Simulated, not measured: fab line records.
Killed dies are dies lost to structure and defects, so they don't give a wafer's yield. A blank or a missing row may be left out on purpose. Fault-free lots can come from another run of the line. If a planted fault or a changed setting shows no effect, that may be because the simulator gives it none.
fab line records / flow rit-cmos
record: lots: 14 wafers: 42 last-day: 7
route steps=202 shown ACTIVE@4 M1@202
lots with no fault: from the same line, run without faults
start-h: start of the lot's first displayed wafer, in hours after the record's first day / wait-h: time in hours since the lot's previous step / " unchanged from the row above / L1.1+2: several wafers, shown together as one row / - value missing, or start not given / * or withheld: withheld / < > ~ a bound
route shown NAME@n: a module of which the file shows steps, and the number in the route of the first / usual: the fault-free wafers' mean and standard deviation / same: alike in all rows / chamber/n: place in a boat / sites: the reading at each site / _std_site: their standard deviation / _edge_site: outer sites' mean less inner sites' / radius-mm: for every site, how far away it sits from the centre of the wafer / mask NAME#n: copy n / behind: the tool/chamber that last shaped the wafer / hold: reason for holding the lot/hours on hold/outcome of the hold / device: transistor that didn't switch, given as n, p or np / end of line: the tests these same wafers got at the end of their route / for a step that has no rows: nothing shown but its recipe / killed: dies lost to structure and defects at the first sort, not the wafer's yield / map: a wafer's dies, x killed, . not, _ none there
set.NAME: the run value of the setting; set.NAME@STEP: its run value at that earlier step / model.NAME: the simulator's own value behind a step, which no gauge read
one table for each step of the route and one row for each wafer, over a sample of lots
== steps ==
step: RIT_ACTIVE_CVD_03
recipe: material: Si3N4 target-thk-nm: 150 temp-c: 810 precursor: SiH2Cl2/NH3 time-s: 1500 pressure-mtorr: 300 sih2cl2-flow-sccm: 60 nh3-flow-sccm: 150
usual: spike-tc-source-C: 831.4/1.6
lot.wafer=L949.1 tool=lpcvd-01 chamber=0 start-h=12.11 wait-h=0.1 spike-tc-source-C=832.3
lot.wafer=L949.3 tool=lpcvd-01 chamber=0 start-h=12.11 wait-h=0.1 spike-tc-source-C=831.7
lot.wafer=L949.5 tool=lpcvd-01 chamber=0 start-h=12.11 wait-h=0.1 spike-tc-source-C=832.9
lot.wafer=L951.2 tool=lpcvd-01 chamber=1 start-h=22.11 wait-h=0.0 spike-tc-source-C=833.8
lot.wafer=L951.3 tool=lpcvd-01 chamber=1 start-h=22.11 wait-h=0.0 spike-tc-source-C=832.3
lot.wafer=L951.4 tool=lpcvd-01 chamber=1 start-h=22.11 wait-h=0.0 spike-tc-source-C=832.7
lot.wafer=L952.1 tool=lpcvd-01 chamber=1 start-h=27.30 wait-h=0.1 spike-tc-source-C=832.7
lot.wafer=L952.4 tool=lpcvd-01 chamber=1 start-h=27.30 wait-h=0.1 spike-tc-source-C=834.0
lot.wafer=L952.6 tool=lpcvd-01 chamber=1 start-h=27.30 wait-h=0.1 spike-tc-source-C=831.7
lot.wafer=L954.2 tool=lpcvd-01 chamber=1 start-h=37.55 wait-h=0.0 spike-tc-source-C=833.6
lot.wafer=L954.3 tool=lpcvd-01 chamber=1 start-h=37.55 wait-h=0.0 spike-tc-source-C=833.0
lot.wafer=L954.5 tool=lpcvd-01 chamber=1 start-h=37.55 wait-h=0.0 spike-tc-source-C=832.4
lot.wafer=L955.2 tool=lpcvd-02 chamber=1 start-h=42.11 wait-h=0.0 spike-tc-source-C=828.8
lot.wafer=L955.3 tool=lpcvd-02 chamber=1 start-h=42.11 wait-h=0.0 spike-tc-source-C=829.4
lot.wafer=L955.4 tool=lpcvd-02 chamber=1 start-h=42.11 wait-h=0.0 spike-tc-source-C=829.8
lot.wafer=L963.1 tool=lpcvd-02 chamber=0 start-h=82.11 wait-h=0.1 spike-tc-source-C=831.2
lot.wafer=L963.4 tool=lpcvd-02 chamber=0 start-h=82.11 wait-h=0.1 spike-tc-source-C=831.2
lot.wafer=L963.5 tool=lpcvd-02 chamber=0 start-h=82.11 wait-h=0.1 spike-tc-source-C=830.1
lot.wafer=L965.1 tool=lpcvd-02 chamber=0 start-h=92.11 wait-h=0.1 spike-tc-source-C=828.8
lot.wafer=L965.3 tool=lpcvd-02 chamber=0 start-h=92.11 wait-h=0.1 spike-tc-source-C=830.3
lot.wafer=L965.5 tool=lpcvd-02 chamber=0 start-h=92.11 wait-h=0.1 spike-tc-source-C=831.1
lot.wafer=L966.1 tool=lpcvd-02 chamber=0 start-h=97.11 wait-h=0.1 spike-tc-source-C=830.0
lot.wafer=L966.3 tool=lpcvd-02 chamber=0 start-h=97.11 wait-h=0.1 spike-tc-source-C=829.8
lot.wafer=L966.5 tool=lpcvd-02 chamber=0 start-h=97.11 wait-h=0.1 spike-tc-source-C=828.5
lot.wafer=L967.1 tool=lpcvd-02 chamber=0 start-h=102.11 wait-h=0.1 spike-tc-source-C=831.2
lot.wafer=L967.4 tool=lpcvd-02 chamber=0 start-h=102.11 wait-h=0.1 spike-tc-source-C=830.7
lot.wafer=L967.5 tool=lpcvd-02 chamber=0 start-h=102.11 wait-h=0.1 spike-tc-source-C=828.9
lot.wafer=L968.1 tool=lpcvd-01 chamber=1 start-h=107.11 wait-h=0.1 spike-tc-source-C=832.9
lot.wafer=L968.5 tool=lpcvd-01 chamber=1 start-h=107.11 wait-h=0.1 spike-tc-source-C=833.1
lot.wafer=L968.6 tool=lpcvd-01 chamber=1 start-h=107.11 wait-h=0.1 spike-tc-source-C=834.3
lot.wafer=L969.2 tool=lpcvd-02 chamber=0 start-h=112.11 wait-h=0.0 spike-tc-source-C=830.0
lot.wafer=L969.3 tool=lpcvd-02 chamber=0 start-h=112.11 wait-h=0.0 spike-tc-source-C=830.9
lot.wafer=L969.6 tool=lpcvd-02 chamber=0 start-h=112.11 wait-h=0.0 spike-tc-source-C=829.8
lot.wafer=L970.1 tool=lpcvd-01 chamber=0 start-h=117.11 wait-h=0.1 spike-tc-source-C=831.0
lot.wafer=L970.2 tool=lpcvd-01 chamber=0 start-h=117.11 wait-h=0.1 spike-tc-source-C=831.3
lot.wafer=L970.5 tool=lpcvd-01 chamber=0 start-h=117.11 wait-h=0.1 spike-tc-source-C=831.3
lot.wafer=L971.1 tool=lpcvd-02 chamber=1 start-h=122.11 wait-h=0.1 spike-tc-source-C=829.1
lot.wafer=L971.2 tool=lpcvd-02 chamber=1 start-h=122.11 wait-h=0.1 spike-tc-source-C=829.6
lot.wafer=L971.6 tool=lpcvd-02 chamber=1 start-h=122.11 wait-h=0.1 spike-tc-source-C=829.0
lot.wafer=L972.2 tool=lpcvd-01 chamber=1 start-h=127.11 wait-h=0.0 spike-tc-source-C=830.6
lot.wafer=L972.4 tool=lpcvd-01 chamber=1 start-h=127.11 wait-h=0.0 spike-tc-source-C=833.4
lot.wafer=L972.5 tool=lpcvd-01 chamber=1 start-h=127.11 wait-h=0.0 spike-tc-source-C=833.1
step: RIT_ACTIVE_THK_MEAS_04
recipe: reads: Si3N4_of_ACTIVE_CVD_03
usual: ACTIVE_NITRIDE_THK: 149.2/1.6
lot.wafer=L949.1 tool=film-metro-01 chamber=- start-h=13.53 wait-h=0.0 hold=- ACTIVE_NITRIDE_THK[nm]=150.7
lot.wafer=L949.3 tool=film-metro-01 chamber=- start-h=13.53 wait-h=0.0 hold=- ACTIVE_NITRIDE_THK[nm]=149.9
lot.wafer=L949.5 tool=film-metro-01 chamber=- start-h=13.53 wait-h=0.0 hold=- ACTIVE_NITRIDE_THK[nm]=150.0
lot.wafer=L951.2 tool=film-metro-04 chamber=- start-h=23.54 wait-h=0.0 hold=- ACTIVE_NITRIDE_THK[nm]=148.0
lot.wafer=L951.3 tool=film-metro-04 chamber=- start-h=23.54 wait-h=0.0 hold=- ACTIVE_NITRIDE_THK[nm]=147.2
lot.wafer=L951.4 tool=film-metro-04 chamber=- start-h=23.54 wait-h=0.0 hold=- ACTIVE_NITRIDE_THK[nm]=147.2
lot.wafer=L952.1 tool=film-metro-01 chamber=- start-h=28.72 wait-h=0.0 hold=await-dispo/0.2h/release ACTIVE_NITRIDE_THK[nm]=229.4
lot.wafer=L952.4 tool=film-metro-01 chamber=- start-h=28.72 wait-h=0.0 hold=await-dispo/0.2h/release ACTIVE_NITRIDE_THK[nm]=228.5
lot.wafer=L952.6 tool=film-metro-01 chamber=- start-h=28.72 wait-h=0.0 hold=await-dispo/0.2h/release ACTIVE_NITRIDE_THK[nm]=229.9
lot.wafer=L952.1 tool=film-metro-01 chamber=- start-h=28.94 wait-h=0.2 hold=- ACTIVE_NITRIDE_THK[nm]=229.3
lot.wafer=L952.4 tool=film-metro-01 chamber=- start-h=28.94 wait-h=0.2 hold=- ACTIVE_NITRIDE_THK[nm]=228.4
lot.wafer=L952.6 tool=film-metro-01 chamber=- start-h=28.94 wait-h=0.2 hold=- ACTIVE_NITRIDE_THK[nm]=230.0
lot.wafer=L954.2 tool=film-metro-01 chamber=- start-h=38.98 wait-h=0.0 hold=await-dispo/0.2h/release ACTIVE_NITRIDE_THK[nm]=233.2
lot.wafer=L954.3 tool=film-metro-01 chamber=- start-h=38.98 wait-h=0.0 hold=await-dispo/0.2h/release ACTIVE_NITRIDE_THK[nm]=232.6
lot.wafer=L954.5 tool=film-metro-01 chamber=- start-h=38.98 wait-h=0.0 hold=await-dispo/0.2h/release ACTIVE_NITRIDE_THK[nm]=231.4
lot.wafer=L954.2 tool=film-metro-01 chamber=- start-h=39.21 wait-h=0.2 hold=- ACTIVE_NITRIDE_THK[nm]=233.1
lot.wafer=L954.3 tool=film-metro-01 chamber=- start-h=39.21 wait-h=0.2 hold=- ACTIVE_NITRIDE_THK[nm]=232.7
lot.wafer=L954.5 tool=film-metro-01 chamber=- start-h=39.21 wait-h=0.2 hold=- ACTIVE_NITRIDE_THK[nm]=231.6
lot.wafer=L955.2 tool=film-metro-04 chamber=- start-h=43.54 wait-h=0.0 hold=- ACTIVE_NITRIDE_THK[nm]=151.9
lot.wafer=L955.3 tool=film-metro-04 chamber=- start-h=43.54 wait-h=0.0 hold=- ACTIVE_NITRIDE_THK[nm]=148.9
lot.wafer=L955.4 tool=film-metro-04 chamber=- start-h=43.54 wait-h=0.0 hold=- ACTIVE_NITRIDE_THK[nm]=150.6
lot.wafer=L963.1 tool=film-metro-01 chamber=- start-h=83.53 wait-h=0.0 hold=- ACTIVE_NITRIDE_THK[nm]=147.9
lot.wafer=L963.4 tool=film-metro-01 chamber=- start-h=83.53 wait-h=0.0 hold=- ACTIVE_NITRIDE_THK[nm]=147.4
lot.wafer=L963.5 tool=film-metro-01 chamber=- start-h=83.53 wait-h=0.0 hold=- ACTIVE_NITRIDE_THK[nm]=147.1
lot.wafer=L965.1 tool=film-metro-01 chamber=- start-h=93.53 wait-h=0.0 hold=- ACTIVE_NITRIDE_THK[nm]=146.8
lot.wafer=L965.3 tool=film-metro-01 chamber=- start-h=93.53 wait-h=0.0 hold=- ACTIVE_NITRIDE_THK[nm]=148.1
lot.wafer=L965.5 tool=film-metro-01 chamber=- start-h=93.53 wait-h=0.0 hold=- ACTIVE_NITRIDE_THK[nm]=146.1
lot.wafer=L966.1 tool=film-metro-02 chamber=- start-h=98.53 wait-h=0.0 hold=- ACTIVE_NITRIDE_THK[nm]=148.3
lot.wafer=L966.3 tool=film-metro-02 chamber=- start-h=98.53 wait-h=0.0 hold=- ACTIVE_NITRIDE_THK[nm]=148.4
lot.wafer=L966.5 tool=film-metro-02 chamber=- start-h=98.53 wait-h=0.0 hold=- ACTIVE_NITRIDE_THK[nm]=147.8
lot.wafer=L967.1 tool=film-metro-04 chamber=- start-h=103.53 wait-h=0.0 hold=- ACTIVE_NITRIDE_THK[nm]=150.0
lot.wafer=L967.4 tool=film-metro-04 chamber=- start-h=103.53 wait-h=0.0 hold=- ACTIVE_NITRIDE_THK[nm]=151.0
lot.wafer=L967.5 tool=film-metro-04 chamber=- start-h=103.53 wait-h=0.0 hold=- ACTIVE_NITRIDE_THK[nm]=150.6
lot.wafer=L968.1 tool=film-metro-01 chamber=- start-h=109.24 wait-h=0.0 hold=- ACTIVE_NITRIDE_THK[nm]=152.3
lot.wafer=L968.5 tool=film-metro-01 chamber=- start-h=109.24 wait-h=0.0 hold=- ACTIVE_NITRIDE_THK[nm]=151.3
lot.wafer=L968.6 tool=film-metro-01 chamber=- start-h=109.24 wait-h=0.0 hold=- ACTIVE_NITRIDE_THK[nm]=152.2
lot.wafer=L969.2 tool=film-metro-02 chamber=- start-h=113.54 wait-h=0.0 hold=- ACTIVE_NITRIDE_THK[nm]=148.6
lot.wafer=L969.3 tool=film-metro-02 chamber=- start-h=113.54 wait-h=0.0 hold=- ACTIVE_NITRIDE_THK[nm]=148.8
lot.wafer=L969.6 tool=film-metro-02 chamber=- start-h=113.54 wait-h=0.0 hold=- ACTIVE_NITRIDE_THK[nm]=148.7
lot.wafer=L970.1 tool=film-metro-04 chamber=- start-h=118.53 wait-h=0.0 hold=- ACTIVE_NITRIDE_THK[nm]=150.3
lot.wafer=L970.2 tool=film-metro-04 chamber=- start-h=118.53 wait-h=0.0 hold=- ACTIVE_NITRIDE_THK[nm]=150.9
lot.wafer=L970.5 tool=film-metro-04 chamber=- start-h=118.53 wait-h=0.0 hold=- ACTIVE_NITRIDE_THK[nm]=149.7
lot.wafer=L971.1 tool=film-metro-04 chamber=- start-h=123.53 wait-h=0.0 hold=- ACTIVE_NITRIDE_THK[nm]=147.7
lot.wafer=L971.2 tool=film-metro-04 chamber=- start-h=123.53 wait-h=0.0 hold=- ACTIVE_NITRIDE_THK[nm]=150.2
lot.wafer=L971.6 tool=film-metro-04 chamber=- start-h=123.53 wait-h=0.0 hold=- ACTIVE_NITRIDE_THK[nm]=148.9
lot.wafer=L972.2 tool=film-metro-02 chamber=- start-h=128.54 wait-h=0.0 hold=- ACTIVE_NITRIDE_THK[nm]=149.5
lot.wafer=L972.4 tool=film-metro-02 chamber=- start-h=128.54 wait-h=0.0 hold=- ACTIVE_NITRIDE_THK[nm]=151.3
lot.wafer=L972.5 tool=film-metro-02 chamber=- start-h=128.54 wait-h=0.0 hold=- ACTIVE_NITRIDE_THK[nm]=149.3
step: RIT_M1_PROBE_99
usual: defect-limited-yield: 97.5/1.1 killed_at_M0_to_M3: 0.0/0.083 killed-at-contacts: 0.1/0.32 killed-at-front-end: 7/3 killed-dies: 7/3 killed-open: 3.4/2.2 killed-short: 3.3/1.8 sort_bin_3_pad_short: 0.2/0.25 sort_bin_5_function: 1.5/0.79 sort_bin_6_memory: 0.9/0.65 sort-n-pass: 257/3 sort-yield-pct: 97.5/1.1
same: gross-dies: 264 killed_at_M4_up: 0 killed-at-back-side: 0 killed-at-other: 0
lot.wafer=L966.1 tool=prober-02 chamber=- start-h=142.08 wait-h=0.1 defect-limited-yield[%]=97.7 killed_at_M0_to_M3=0 killed-at-contacts=1 killed-at-front-end=5 killed-dies=6 killed-open=4 killed-short=2 sort_bin_3_pad_short[%]=0 sort_bin_5_function[%]=1.1 sort_bin_6_memory[%]=1.1 sort-n-pass=258 sort-yield-pct[%]=97.7
lot.wafer=L966.3 tool=prober-02 chamber=- start-h=142.18 wait-h=0.2 defect-limited-yield[%]=95.8 killed_at_M0_to_M3=0 killed-at-contacts=0 killed-at-front-end=11 killed-dies=11 killed-open=6 killed-short=5 sort_bin_3_pad_short[%]=0.4 sort_bin_5_function[%]=1.9 sort_bin_6_memory[%]=1.9 sort-n-pass=253 sort-yield-pct[%]=95.8
lot.wafer=L966.5 tool=prober-02 chamber=- start-h=142.28 wait-h=0.2 defect-limited-yield[%]=95.1 killed_at_M0_to_M3=0 killed-at-contacts=0 killed-at-front-end=13 killed-dies=13 killed-open=10 killed-short=3 sort_bin_3_pad_short[%]=0.4 sort_bin_5_function[%]=3.0 sort_bin_6_memory[%]=1.5 sort-n-pass=251 sort-yield-pct[%]=95.1
lot.wafer=L967.1 tool=prober-01 chamber=- start-h=149.39 wait-h=0.1 defect-limited-yield[%]=98.5 killed_at_M0_to_M3=0 killed-at-contacts=0 killed-at-front-end=4 killed-dies=4 killed-open=1 killed-short=3 sort_bin_3_pad_short[%]=0 sort_bin_5_function[%]=0.8 sort_bin_6_memory[%]=0.8 sort-n-pass=260 sort-yield-pct[%]=98.5
lot.wafer=L967.4 tool=prober-01 chamber=- start-h=149.54 wait-h=0.2 defect-limited-yield[%]=98.9 killed_at_M0_to_M3=0 killed-at-contacts=0 killed-at-front-end=3 killed-dies=3 killed-open=1 killed-short=2 sort_bin_3_pad_short[%]=0.4 sort_bin_5_function[%]=0.4 sort_bin_6_memory[%]=0.4 sort-n-pass=261 sort-yield-pct[%]=98.9
lot.wafer=L967.5 tool=prober-01 chamber=- start-h=149.59 wait-h=0.2 defect-limited-yield[%]=99.2 killed_at_M0_to_M3=0 killed-at-contacts=0 killed-at-front-end=2 killed-dies=2 killed-open=0 killed-short=2 sort_bin_3_pad_short[%]=0 sort_bin_5_function[%]=0.8 sort_bin_6_memory[%]=0 sort-n-pass=262 sort-yield-pct[%]=99.2
lot.wafer=L969.2 tool=prober-01 chamber=- start-h=158.64 wait-h=0.1 defect-limited-yield[%]=95.8 killed_at_M0_to_M3=0 killed-at-contacts=0 killed-at-front-end=11 killed-dies=11 killed-open=6 killed-short=5 sort_bin_3_pad_short[%]=0 sort_bin_5_function[%]=2.7 sort_bin_6_memory[%]=1.5 sort-n-pass=253 sort-yield-pct[%]=95.8
lot.wafer=L969.3 tool=prober-01 chamber=- start-h=158.69 wait-h=0.2 defect-limited-yield[%]=97.0 killed_at_M0_to_M3=0 killed-at-contacts=0 killed-at-front-end=8 killed-dies=8 killed-open=4 killed-short=4 sort_bin_3_pad_short[%]=0 sort_bin_5_function[%]=2.3 sort_bin_6_memory[%]=0.8 sort-n-pass=256 sort-yield-pct[%]=97.0
lot.wafer=L969.6 tool=prober-01 chamber=- start-h=158.84 wait-h=0.2 defect-limited-yield[%]=97.7 killed_at_M0_to_M3=0 killed-at-contacts=0 killed-at-front-end=6 killed-dies=6 killed-open=3 killed-short=3 sort_bin_3_pad_short[%]=0.4 sort_bin_5_function[%]=0.8 sort_bin_6_memory[%]=1.1 sort-n-pass=258 sort-yield-pct[%]=97.7
lot.wafer=L970.1 tool=prober-02 chamber=- start-h=162.15 wait-h=0.1 defect-limited-yield[%]=95.8 killed_at_M0_to_M3=0 killed-at-contacts=0 killed-at-front-end=11 killed-dies=11 killed-open=6 killed-short=5 sort_bin_3_pad_short[%]=0 sort_bin_5_function[%]=3.4 sort_bin_6_memory[%]=0.8 sort-n-pass=253 sort-yield-pct[%]=95.8
lot.wafer=L970.2 tool=prober-02 chamber=- start-h=162.20 wait-h=0.1 defect-limited-yield[%]=98.1 killed_at_M0_to_M3=0 killed-at-contacts=0 killed-at-front-end=5 killed-dies=5 killed-open=2 killed-short=3 sort_bin_3_pad_short[%]=0 sort_bin_5_function[%]=1.1 sort_bin_6_memory[%]=0.8 sort-n-pass=259 sort-yield-pct[%]=98.1
lot.wafer=L970.5 tool=prober-02 chamber=- start-h=162.35 wait-h=0.2 defect-limited-yield[%]=97.3 killed_at_M0_to_M3=0 killed-at-contacts=0 killed-at-front-end=7 killed-dies=7 killed-open=5 killed-short=2 sort_bin_3_pad_short[%]=0 sort_bin_5_function[%]=1.5 sort_bin_6_memory[%]=1.1 sort-n-pass=257 sort-yield-pct[%]=97.3
lot.wafer=L971.1 tool=prober-01 chamber=- start-h=165.76 wait-h=0.1 defect-limited-yield[%]=97.7 killed_at_M0_to_M3=0 killed-at-contacts=0 killed-at-front-end=6 killed-dies=6 killed-open=3 killed-short=3 sort_bin_3_pad_short[%]=0.4 sort_bin_5_function[%]=0.8 sort_bin_6_memory[%]=1.1 sort-n-pass=258 sort-yield-pct[%]=97.7
lot.wafer=L971.2 tool=prober-01 chamber=- start-h=165.81 wait-h=0.1 defect-limited-yield[%]=97.7 killed_at_M0_to_M3=0 killed-at-contacts=0 killed-at-front-end=6 killed-dies=6 killed-open=1 killed-short=5 sort_bin_3_pad_short[%]=0.4 sort_bin_5_function[%]=0.8 sort_bin_6_memory[%]=1.1 sort-n-pass=258 sort-yield-pct[%]=97.7
lot.wafer=L971.6 tool=prober-01 chamber=- start-h=166.01 wait-h=0.2 defect-limited-yield[%]=96.6 killed_at_M0_to_M3=0 killed-at-contacts=0 killed-at-front-end=9 killed-dies=9 killed-open=4 killed-short=5 sort_bin_3_pad_short[%]=0.4 sort_bin_5_function[%]=1.9 sort_bin_6_memory[%]=1.1 sort-n-pass=255 sort-yield-pct[%]=96.6
killed by level:class
L966.1 GATE:geometric-particle:open=2 FOX1:geometric-particle:open=1 GATE:geometric-particle:short=1 REOX:geometric-particle:short=1 CONTACT:geometric-particle:open=1
L966.3 GATE:geometric-particle:open=2 GATE:geometric-particle:short=2 SILICIDE:geometric-particle:open=2 FOX1:geometric-particle:short=1 FOX2:geometric-particle:short=1 REOX:geometric-particle:short=1 REOX:geometric-particle:open=1 SPACER:geometric-particle:open=1
L966.5 GATE:geometric-particle:open=5 GATE:geometric-particle:short=2 SPACER:geometric-particle:open=2 SILICIDE:geometric-particle:open=2 FOX1:geometric-particle:open=1 SILICIDE:geometric-particle:short=1
L967.1 FOX1:geometric-particle:open=1 FOX2:geometric-particle:short=1 GATE:geometric-particle:short=1 SILICIDE:geometric-particle:short=1
L967.4 FOX2:geometric-particle:short=1 GATE:geometric-particle:short=1 SILICIDE:geometric-particle:open=1
L967.5 FOX2:geometric-particle:short=1 SPACER:geometric-particle:short=1
L969.2 FOX1:geometric-particle:short=2 GATE:geometric-particle:open=2 SILICIDE:geometric-particle:open=2 FOX1:geometric-particle:open=1 FOX2:geometric-particle:short=1 GATE:geometric-particle:short=1 REOX:geometric-particle:open=1 SILICIDE:geometric-particle:short=1
L969.3 GATE:geometric-particle:open=2 SPACER:geometric-particle:short=2 FOX2:geometric-particle:open=1 FOX2:geometric-particle:short=1 GATE:geometric-particle:short=1 SILICIDE:geometric-particle:open=1
L969.6 GATE:geometric-particle:short=1 REOX:geometric-particle:open=1 REOX:geometric-particle:short=1 SPACER:geometric-particle:open=1 SILICIDE:geometric-particle:short=1 SILICIDE:geometric-particle:open=1
L970.1 GATE:geometric-particle:short=3 GATE:geometric-particle:open=3 FOX1:geometric-particle:short=2 FOX1:geometric-particle:open=1 FOX2:geometric-particle:open=1 REOX:geometric-particle:open=1
L970.2 SILICIDE:geometric-particle:short=2 FOX2:geometric-particle:short=1 GATE:geometric-particle:open=1 REOX:geometric-particle:open=1
L970.5 FOX1:geometric-particle:open=2 GATE:geometric-particle:short=2 GATE:geometric-particle:open=2 SPACER:geometric-particle:open=1
L971.1 GATE:geometric-particle:open=2 GATE:geometric-particle:short=2 FOX1:geometric-particle:short=1 SILICIDE:geometric-particle:open=1
L971.2 SPACER:geometric-particle:short=2 SILICIDE:geometric-particle:short=2 GATE:geometric-particle:open=1 GATE:geometric-particle:short=1
L971.6 FOX1:geometric-particle:open=2 GATE:geometric-particle:short=2 REOX:geometric-particle:open=2 SILICIDE:geometric-particle:short=2 REOX:geometric-particle:short=1
== key ==
first-sign: step: RIT_ACTIVE_THK_MEAS_04 reading: visit direction: added
effect: step: RIT_ACTIVE_THK_MEAS_04 reading: ACTIVE_NITRIDE_THK direction: up sigmas: 51 usual: 149.2 struck: 230.8
met-at RIT_ACTIVE_CVD_03
struck-lots L952,L954
scrapped-behind RIT_ACTIVE_THK_MEAS_04 L952.1,L952.4,L952.6,L954.2,L954.3,L954.5
onset-between 22.11 27.30
fault: kind: process-parameter-drift tool: lpcvd-01 chamber: - onset-h: 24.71 steps: RIT_ACTIVE_CVD_03 channel: target-thk-nm offset: 82.389 shape: step end-h: 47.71 acts-in: these-recipes-only stated: 150
